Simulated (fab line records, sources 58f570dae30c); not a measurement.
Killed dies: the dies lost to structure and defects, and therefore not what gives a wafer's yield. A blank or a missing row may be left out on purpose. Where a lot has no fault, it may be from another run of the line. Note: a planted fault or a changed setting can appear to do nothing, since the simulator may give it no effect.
One fault through the eyes of 2 desks    flow berkeley_cmos170    each desk has only its own numbers; what lay behind them comes last

DESK OF THE TOOL OWNER: rie_diel-02
The tool's own readings at UCB170_V1_ETCH_14 (etches SiO2 in CHF3/CF4/Ar, stops on Al, target depth 1250 nm, time 291 s): means of the sampled wafers that have a number, for each lot that ran on this tool. A lot is out of limits, marked OUT, if its mean lies more than 4 standard deviations from the usual mean; the brackets give that distance.
Columns: A = drypump_motor_current_A at UCB170_V1_ETCH_14, usual 5.9 A; B = oes_product_au at UCB170_V1_ETCH_14, usual 0.878 a.u.; C = throttle_valve_pct at UCB170_V1_ETCH_14, usual 6.93 %
lot   first seen here  A    B                 C
L580  day 8 16:35      6.1  0.875             6.94
L581  day 9 10:31      6.0  0.870             6.89
L585  day 9 18:17      5.9  0.874             6.85
L588  day 10 19:19     5.9  0.878             6.80
L589  day 10 22:05     6.3  0.889             7.02
L594  day 11 22:20     6.2  0.831 (-4.3) OUT  6.91
L598  day 12 15:52     6.1  0.826 (-4.8) OUT  6.92
Finding of this desk: L594, L598 out of limits; the first was L594 at day 11 22:20, on oes_product_au at UCB170_V1_ETCH_14. Within limits: L580, L581, L585, L588, L589.

THE METROLOGY DESK
Lot by lot, what the gauges showed, no matter which tool ran the lot: averages of those sampled wafers that carry a number. A lot is out of limits, marked OUT, if its mean lies more than 4 standard deviations from the usual mean; the brackets give that distance.
Columns: A = WELLDRIVE_OXIDE_THK at UCB170_WELLDRIVE_THK_MEAS_02, usual 200 nm; B = GATE_OXIDE_THK at UCB170_GATE_THK_MEAS_02, usual 6.52 nm
lot   first seen here  A    B
L578  day 3 18:13      201  6.80
L580  day 4 07:35      208  6.46
L581  day 4 14:16      197  6.62
L583  day 4 20:40      198  6.66
L584  day 5 04:43      202  6.80
L585  day 5 04:43      199  6.56
L586  day 5 15:23      201  6.45
L587  day 5 23:35      198  6.27
L589  day 6 04:49      197  6.29
L588  day 6 04:49      197  6.37
L592  day 6 16:35      204  6.31
L594  day 7 05:07      196  6.42
L598  day 8 09:05      201  6.40
L600  day 8 09:05      203  6.33
This desk's verdict: no lot among the 14 shows anything out of limits.

TAKEN TOGETHER
The tool owner's desk had the chance to raise an alarm at day 11 22:20 on L594, L598.
Metrology desk: nothing out of limits seen.
The metrology desk has L594, L598 on record, within its limits.
The lots listed all ran UCB170_V1_ETCH_14 on rie_diel-02.

WHAT HAD BEEN PUT IN BY THE SIMULATOR
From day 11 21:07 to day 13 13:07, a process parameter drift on rie_diel-02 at UCB170_V1_ETCH_14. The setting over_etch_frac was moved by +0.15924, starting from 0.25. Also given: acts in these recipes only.
Lots struck among those shown: L594, L598.
Delay in hours, fault start to first out-of-limits reading, by desk: the tool owner's desk at 1.
